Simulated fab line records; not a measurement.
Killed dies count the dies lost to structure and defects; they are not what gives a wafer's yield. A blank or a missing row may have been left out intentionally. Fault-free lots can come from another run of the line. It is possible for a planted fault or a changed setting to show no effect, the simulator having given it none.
What tool caused it?    flow ritCmos    Sampling: 7 lots, 21 wafers, 2 of 202 route steps

== WHAT EACH GAUGE READ, for each wafer ==
RIT_NLDD_TW_MEAS_10.
lot   measured     on            NLDD_TW
L810  day 3 09:11  filmMetro-01  2483 2463 2470
L812  day 3 19:04  filmMetro-01  2487 2469 2491
L815  day 4 05:31  filmMetro-03  2526 2524 2549
L818  day 5 02:50  filmMetro-03  2523 2516 2532
L820  day 5 12:05  filmMetro-02  2513 2479 2491
L825  day 6 08:50  filmMetro-02  2494 2508 2508
L830  day 7 20:13  filmMetro-01  2451 2472 2481

== EACH LOT AND THE TOOL THAT RAN IT (in order: tool; ch and the chambers of the sampled wafers; start) ==
lot   RIT_NLDD_IMPLANT_08
L810  implanter-02 ch 0, day 3 08:52
L812  implanter-03 ch 0, day 3 18:46
L815  implanter-03 ch 0, day 4 05:13
L818  implanter-02 ch 0, day 5 02:31
L820  implanter-04 ch 0, day 5 11:47
L825  implanter-02 ch 0, day 6 08:31
L830  implanter-04 ch 0, day 7 19:56
- RIT_NLDD_IMPLANT_08

== THE ANSWER, worked out from the rows above alone ==
Rule: what is usual is taken from the lots themselves. The widest of any qualifying gaps counts: lots, ordered by their means at a reading, are off when they make up no more than a third of the lots, leave a main group of 4 or more, and stand apart from it by 3 or more times the standard deviation of that group's means. Not used: any main group whose means are identical at the precision the tables above print for the reading. Also off: a lot with no number at a reading for which 4 or more lots have one. All remaining lots with rows at the step are treated as sound.
Nothing can be told from this: no lot is off at any reading shown.

== WHAT WAS PUT IN BY THE SIMULATOR ==
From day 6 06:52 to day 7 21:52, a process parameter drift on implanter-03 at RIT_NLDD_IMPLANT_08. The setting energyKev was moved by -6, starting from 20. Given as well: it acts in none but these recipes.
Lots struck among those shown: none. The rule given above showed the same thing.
